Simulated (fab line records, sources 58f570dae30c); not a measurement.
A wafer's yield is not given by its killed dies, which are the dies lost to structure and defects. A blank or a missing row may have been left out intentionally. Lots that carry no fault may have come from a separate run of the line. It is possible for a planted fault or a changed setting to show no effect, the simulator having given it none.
The tool behind it: which one?	flow berkeleyCmos170	Sampling: 7 lots, 21 wafers, 2 of 331 route steps

## WHAT THE GAUGES SHOWED, per wafer
UCB170_V2_THK_MEAS_01.
lot	measured	on	V2_TEOS_THK (nm)
L608	day 9 05:49	filmMetro-01	2057 2050 2089
L609	day 9 05:59	filmMetro-04	2008 2014 2028
L611	day 9 10:02	filmMetro-04	1983 2010 2017
L617	day 10 19:35	filmMetro-01	1979 1536 1991
L621	day 11 10:41	filmMetro-03	1977 2005 2011
L623	day 12 03:35	filmMetro-03	1980 1977 1998
L627	day 13 00:12	filmMetro-04	1975 2022 2027

## WHAT TOOL EACH LOT RAN ON (gives the tool, then ch and the chambers of the sampled wafers, and finally the start)
lot	UCB170_V2_CVD_00
L608	pecvd-02 ch 0,2, day 9 05:38
L609	pecvd-03 ch 0,1,2, day 9 05:49
L611	pecvd-01 ch 0,1, day 9 09:52
L617	pecvd-03 ch 0,1,2, day 10 19:25
L621	pecvd-01 ch 0,1, day 11 10:32
L623	pecvd-01 ch 0,2, day 12 03:26
L627	pecvd-01 ch 0,1,2, day 13 00:02
- UCB170_V2_CVD_00: deposits SiO2 from TEOS/O2, target thk 2000 nm, time 250 s.

## THE ANSWER, worked out from the rows above alone
Rule: what is usual is taken from the lots themselves. Put in order of their means at a reading, lots are off if they are a third of the lots or fewer, leave a main group of 4 or more, and stand apart from it by a gap of 3 or more times the standard deviation of the main group's means; of several such gaps the widest counts. The tables above print the reading to a certain number of digits; a main group whose means all agree to those digits is not used. A lot without any number at a reading at which 4 lots or more have one is off too. All remaining lots with rows at the step are treated as sound.
Off: L617, at UCB170_V2_THK_MEAS_01 (V2_TEOS_THK). Mean 2013 nm and standard deviation 25 in the main group.
A tool fits if, at a process step before that reading, it ran every lot that is off, and no sound lot after the first of them. Those tools and the gauges at UCB170_V2_THK_MEAS_01 are tried in the same way. Can't be told from this: 2 tools fit, pecvd-03 at UCB170_V2_CVD_00, filmMetro-01 at UCB170_V2_THK_MEAS_01.

## WHAT HAD BEEN PUT IN BY THE SIMULATOR
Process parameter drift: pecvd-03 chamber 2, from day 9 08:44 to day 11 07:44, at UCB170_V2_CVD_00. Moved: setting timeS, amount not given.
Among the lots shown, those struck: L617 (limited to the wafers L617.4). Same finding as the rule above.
